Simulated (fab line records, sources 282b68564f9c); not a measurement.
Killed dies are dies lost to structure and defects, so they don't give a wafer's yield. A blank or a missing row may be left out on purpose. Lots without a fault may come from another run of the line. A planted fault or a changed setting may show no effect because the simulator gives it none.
Which tool did it? | flow rit_cmos | 14 lots, 42 wafers sampled, at 3 steps of a route of 202

WHAT THE GAUGES READ, wafer by wafer
RIT_SDANNEAL_RS_MEAS_07: measures by four-point-probe.
lot  | measured    | on            | NLDD_RS (ohm/sq)
L959 | day 3 02:44 | film_metro-01 | 152.0 152.5 152.7
L960 | day 3 08:56 | film_metro-04 | 152.7 152.6 152.5
L961 | day 3 15:47 | film_metro-02 | 151.8 151.5 151.8
L962 | day 3 17:29 | film_metro-04 | 150.7 151.2 151.7
L963 | day 4 00:57 | film_metro-04 | 150.9 151.7 151.4
L965 | day 4 08:47 | film_metro-02 | 151.5 151.6 151.7
L967 | day 4 19:16 | film_metro-04 | 150.6 151.1 150.6
L968 | day 5 01:49 | film_metro-01 | 152.0 151.8 151.4
L970 | day 5 09:04 | film_metro-01 | 151.8 151.6 151.7
L975 | day 6 14:25 | film_metro-04 | 151.3 152.0 151.8
L977 | day 7 08:28 | film_metro-04 | 151.7 151.5 151.7
L979 | day 7 11:59 | film_metro-04 | 151.8 151.8 152.3
L981 | day 7 23:53 | film_metro-04 | 151.0 150.7 151.2
L982 | day 8 11:25 | film_metro-04 | 151.3 150.8 150.9

RIT_M1_THK_MEAS_02: measures by xrf.
lot  | measured    | on            | M1_AL_THK (nm)
L959 | day 3 06:16 | film_metro-02 | 406 410 411
L960 | day 3 12:12 | film_metro-02 | 419 415 419
L961 | day 3 19:11 | film_metro-02 | 408 411 415
L962 | day 3 20:53 | film_metro-02 | 416 414 418
L963 | day 4 04:19 | film_metro-01 | 406 406 401
L965 | day 4 12:21 | film_metro-01 | 407 408 412
L967 | day 4 22:40 | film_metro-04 | 401 403 406
L968 | day 5 05:13 | film_metro-04 | 405 408 406
L970 | day 5 12:29 | film_metro-01 | 411 412 409
L975 | day 6 17:49 | film_metro-02 | 408 413 412
L977 | day 7 12:01 | film_metro-01 | 417 417 418
L979 | day 7 15:25 | film_metro-04 | 408 409 405
L981 | day 8 03:39 | film_metro-04 | 407 411 408
L982 | day 8 15:08 | film_metro-01 | 414 410 413

WHICH TOOL RAN EACH LOT (tool, then ch and the chambers of the sampled wafers, then the start)
lot  | RIT_M1_SPUTTER_00
L959 | pvd_sputter-04, day 3 05:51
L960 | pvd_sputter-01, day 3 11:47
L961 | pvd_sputter-03, day 3 18:47
L962 | pvd_sputter-01, day 3 20:28
L963 | pvd_sputter-03, day 4 03:54
L965 | pvd_sputter-04, day 4 11:56
L967 | pvd_sputter-04, day 4 22:15
L968 | pvd_sputter-01, day 5 04:47
L970 | pvd_sputter-01, day 5 12:05
L975 | pvd_sputter-04, day 6 17:23
L977 | pvd_sputter-01, day 7 11:36
L979 | pvd_sputter-03, day 7 14:55
L981 | pvd_sputter-03, day 8 03:14
L982 | pvd_sputter-03, day 8 14:43
- RIT_M1_SPUTTER_00: material Al, target thk 400 nm, time 500 s.

WHAT THE TOOLS THEMSELVES READ (means of the sampled wafers that have a number; where no wafer has one, the mark that the record gives instead)
RIT_M1_SPUTTER_00.
lot  | tool           | chamber_pressure_pa (Pa) | throttle_valve_pct (%)
L959 | pvd_sputter-04 | 0.4001                   | 29.8
L960 | pvd_sputter-01 | 0.3994                   | 30.5
L961 | pvd_sputter-03 | 0.4003                   | 29.0
L962 | pvd_sputter-01 | 0.3994                   | 29.8
L963 | pvd_sputter-03 | 0.4001                   | 30.5
L965 | pvd_sputter-04 | 0.4006                   | 29.8
L967 | pvd_sputter-04 | 0.3997                   | 30.5
L968 | pvd_sputter-01 | 0.3999                   | 30.0
L970 | pvd_sputter-01 | 0.3999                   | 30.1
L975 | pvd_sputter-04 | 0.4002                   | 30.5
L977 | pvd_sputter-01 | 0.4004                   | 30.6
L979 | pvd_sputter-03 | 0.3998                   | 29.3
L981 | pvd_sputter-03 | 0.4006                   | 30.1
L982 | pvd_sputter-03 | 0.3999                   | 29.4

THE ANSWER, worked out from the rows above alone
Rule: what is usual is taken from the lots themselves. Put in order of their means at a reading, lots are off if they are a third of the lots or fewer, leave a main group of 4 or more, and stand apart from it by a gap of 3 or more times the standard deviation of the main group's means; of several such gaps the widest counts. A main group whose means are all the same, to the digits that the tables above print for the reading, isn't used. A lot without any number at a reading at which 4 lots or more have one is off too. The other lots that the step has rows for count as sound. The gauges are gone through in route order, then the tools' own readings, and for those a lot's mean is taken as printed above. The first step at which some lot is off is used, and at that step the reading that is off furthest; a lot without a number counts as furthest.
No lot is off at any reading shown: from this, nothing can be told.

WHAT THE SIMULATOR HAD PUT IN
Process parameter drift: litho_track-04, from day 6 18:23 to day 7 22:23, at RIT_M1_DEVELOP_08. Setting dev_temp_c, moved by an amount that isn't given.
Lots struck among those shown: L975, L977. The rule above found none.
